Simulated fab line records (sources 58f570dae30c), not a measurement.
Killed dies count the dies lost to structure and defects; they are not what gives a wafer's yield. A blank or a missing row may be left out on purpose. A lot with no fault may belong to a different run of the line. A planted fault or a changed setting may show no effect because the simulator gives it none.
A lot that was struck, set against a sound lot + flow berkeleyCmos170 + 17 out of 331 route steps
Sound: wafers L719.2, L719.3, L719.4. Wafers L734.2, L734.4, L734.6 were the ones struck. The cause is given at the end.
For every step that has rows: the tool of each side, followed by ch and its chambers, followed by its first start. Under that, the readings that differ: sound wafers + struck wafers + difference of the means + sigmas: that difference in standard deviations of wafers without a fault.
alike: words and numbers the same on both sides, and readings whose means are apart by under 2 such deviations; not compared: readings that were withheld, readings missing a value for some wafer, numbers with overlapping values and no deviation given by the record, and bounds like >300 which may hide the same value.
The two part at a step that has a row with sigmas, a row that says differs or no value, or rows on one side only. Non-overlapping numbers with no deviation appear without sigmas and do not part them. A reading that every wafer of one side lacks parts them only if that side has two wafers or more.

first, 2 steps without rows for these wafers: UCB170_PSD_PEB_04; UCB170_PSD_DEVELOP_05 (develop time 45 s).
UCB170_PSD_CD_MEAS_06 targets a cd of 1200 nm.
  sound: cdSem-02 at day 8 19:50; struck: cdSem-01 at day 11 15:17
  alike: cdNm
UCB170_PSD_OVL_MEAS_07:
  sound: overlay-02 at day 8 19:57; struck: overlay-02 at day 11 15:24
| reading      | sound  | struck   | difference | sigmas |
|--------------|--------|----------|------------|--------|
| PSD_OVL (nm) | 11 4 6 | -6 -7 -3 | -12        | -2     |
next, for these wafers, 1 step has no rows: UCB170_PSD_IMPLANT_08.
UCB170_PSD_STRIP_09: strips in O2.
  sound on plasmaAsher-01 ch 0,1, day 8 20:08; struck on plasmaAsher-03 ch 0,1, day 11 15:35
  alike: drypumpMotorCurrentA, oesProductAu, stripTimeToEndpointS
  not compared: rfHoursCounterH
UCB170_PSD_TW_MEAS_10:
  sound: filmMetro-02 at day 8 20:14; struck: filmMetro-02 at day 11 15:41
  alike: PSD_TW
then, 5 steps without rows for these wafers: UCB170_PSD_CLEAN_11 (cleans in SPM, time 600 s); UCB170_NSD_HMDS_00 (prime time 60 s); UCB170_NSD_COAT_01 (resist thk 900 nm); UCB170_NSD_SOFTBAKE_02 (time 60 s); UCB170_NSD_EXPOSE_03 (exposes mask NSELECT MOD, target cd 1200 nm).
UCB170_NSD_PEB_04:
  sound on lithoTrack-03 ch 0, day 8 22:18; struck on lithoTrack-03 ch 0, day 11 18:06
| reading               | sound             | struck            | difference | sigmas |
|-----------------------|-------------------|-------------------|------------|--------|
| heaterPowerTotalW (W) | 56.77 56.71 56.83 | 59.26 59.18 59.13 | +2.42      | +53    |
  alike: exhaustPa
then, 1 step without rows for these wafers: UCB170_NSD_DEVELOP_05 (develop time 45 s).
UCB170_NSD_CD_MEAS_06 targets a cd of 1200 nm.
  sound: cdSem-02 at day 8 22:34; struck: cdSem-01 at day 11 18:22
| reading   | sound                | struck               | difference | sigmas |
|-----------|----------------------|----------------------|------------|--------|
| cdNm (nm) | 1197.3 1197.8 1198.8 | 1190.5 1190.2 1190.7 | -7.5       | -5     |
UCB170_NSD_OVL_MEAS_07:
  sound: overlay-01 at day 8 22:41; struck: overlay-01 at day 11 18:29
  alike: NSD_OVL
next, for these wafers, 1 step has no rows: UCB170_M3_PROBE_99.

== WHERE THEY PART ==
Last at UCB170_NSD_CD_MEAS_06 as far as this record goes, first at UCB170_PSD_OVL_MEAS_07. Later steps at which nothing parts them and some readings are alike: UCB170_NSD_OVL_MEAS_07.

WHY: what the simulator had put in
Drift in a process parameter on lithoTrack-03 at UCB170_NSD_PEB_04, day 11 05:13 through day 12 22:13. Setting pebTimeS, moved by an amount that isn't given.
